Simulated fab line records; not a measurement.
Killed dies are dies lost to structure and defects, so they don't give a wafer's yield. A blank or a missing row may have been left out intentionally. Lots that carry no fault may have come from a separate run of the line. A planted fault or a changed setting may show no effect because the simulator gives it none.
Which tool did it? ; flow ritCmos ; 45 wafers from 15 lots sampled at 2 of the route's 202 steps

WHAT THE GAUGES READ, wafer by wafer
RIT_REOX_THK_MEAS_04.
lot;measured;on;REOX_OXIDE_THK (nm)
L281;day 2 17:29;filmMetro-04;25.1 25.1 24.9
L282;day 2 22:04;filmMetro-02;25.1 25.7 25.5
L283;day 3 01:52;filmMetro-02;24.6 24.5 24.3
L284;day 3 07:42;filmMetro-02;24.5 24.5 24.3
L289;day 4 10:04;filmMetro-04;25.0 25.2 24.9
L290;day 4 17:29;filmMetro-02;19.5 19.2 19.6
L291;day 4 20:31;filmMetro-04;19.8 20.5 19.9
L292;day 5 03:29;filmMetro-02;20.1 19.8 20.2
L294;day 5 15:42;filmMetro-01;24.5 25.0 24.4
L298;day 6 04:40;filmMetro-02;25.2 25.5 25.7
L300;day 6 16:03;filmMetro-01;25.1 25.2 25.3
L301;day 6 19:53;filmMetro-04;25.2 24.2 24.7
L302;day 7 02:01;filmMetro-02;26.0 25.6 25.6
L303;day 7 06:29;filmMetro-02;26.1 25.9 25.6
L304;day 7 11:52;filmMetro-02;25.0 24.8 24.8

WHAT TOOL EACH LOT RAN ON (gives the tool, then ch and the chambers of the sampled wafers, and finally the start)
lot;RIT_REOX_OXIDATION_03
L281;furnace-04 ch 0, day 2 14:56
L282;furnace-01 ch 0, day 2 19:31
L283;furnace-03 ch 0, day 2 23:17
L284;furnace-03 ch 0, day 3 05:08
L289;furnace-03 ch 0, day 4 07:29
L290;furnace-03 ch 0, day 4 14:56
L291;furnace-03 ch 0, day 4 17:58
L292;furnace-03 ch 0, day 5 00:56
L294;furnace-01 ch 0, day 5 13:09
L298;furnace-04 ch 0, day 6 02:06
L300;furnace-04 ch 0, day 6 13:28
L301;furnace-04 ch 0, day 6 17:20
L302;furnace-01 ch 0, day 6 23:28
L303;furnace-01 ch 0, day 7 03:56
L304;furnace-03 ch 0, day 7 09:19
- RIT_REOX_OXIDATION_03: target thk 25.2 nm, ox time 5580 s.

WHAT THE TOOLS THEMSELVES READ (means of the sampled wafers that have a number; where no wafer has one, the mark that the record gives instead)
RIT_REOX_OXIDATION_03.
lot;tool;spikeTcCentreC (C);spikeTcLoadC (C);spikeTcSourceC (C);tubeCenterTempC (C);tube_center_temp_C_max
L281;furnace-04;905.6;922.8;925.9;900.05;902.5
L282;furnace-01;902.9;931.0;919.1;899.94;902.1
L283;furnace-03;903.9;927.8;924.6;899.99;902.4
L284;furnace-03;905.1;926.8;925.1;900.05;902.6
L289;furnace-03;905.4;927.2;923.6;899.92;902.2
L290;furnace-03;879.0;902.0;900.2;874.93;877.4
L291;furnace-03;880.6;902.6;899.8;875.03;877.3
L292;furnace-03;879.5;901.8;898.9;875.03;877.7
L294;furnace-01;902.5;929.0;920.5;899.94;901.9
L298;furnace-04;905.9;924.0;927.4;899.92;902.3
L300;furnace-04;906.6;923.7;927.9;900.03;902.4
L301;furnace-04;905.6;924.0;926.9;899.94;902.4
L302;furnace-01;901.6;930.5;918.6;900.01;902.2
L303;furnace-01;903.2;930.2;919.1;900.01;902.3
L304;furnace-03;904.9;927.2;923.3;899.98;901.8

THE ANSWER, worked out from the rows above alone
Rule: the usual values come from the lots themselves. The widest of any qualifying gaps counts: lots, ordered by their means at a reading, are off when they make up no more than a third of the lots, leave a main group of 4 or more, and stand apart from it by 3 or more times the standard deviation of that group's means. A main group is skipped when, at the precision printed for the reading in the tables above, its means are all equal. Also off: a lot with no number at a reading for which 4 or more lots have one. The other lots that the step has rows for count as sound. After the gauges, taken in route order, come the tools' own readings; for these a lot's mean is taken, as printed above. At the first step where some lot is off, the reading lying furthest off is the one used; lots without a number count as furthest.
Off: L290, L291, L292, at RIT_REOX_THK_MEAS_04 (REOX_OXIDE_THK). For the main group the mean is 25.1 nm and the standard deviation 0.46.
If a tool, at a process step before that reading, ran all the lots that are off and no sound lot after the first of them, it fits. Not tried: the gauges at RIT_REOX_THK_MEAS_04; whatever is off there is also off at RIT_REOX_OXIDATION_03, on other tools, and gauge error can't account for it. None of those tried fits.

WHAT THE SIMULATOR HAD PUT IN
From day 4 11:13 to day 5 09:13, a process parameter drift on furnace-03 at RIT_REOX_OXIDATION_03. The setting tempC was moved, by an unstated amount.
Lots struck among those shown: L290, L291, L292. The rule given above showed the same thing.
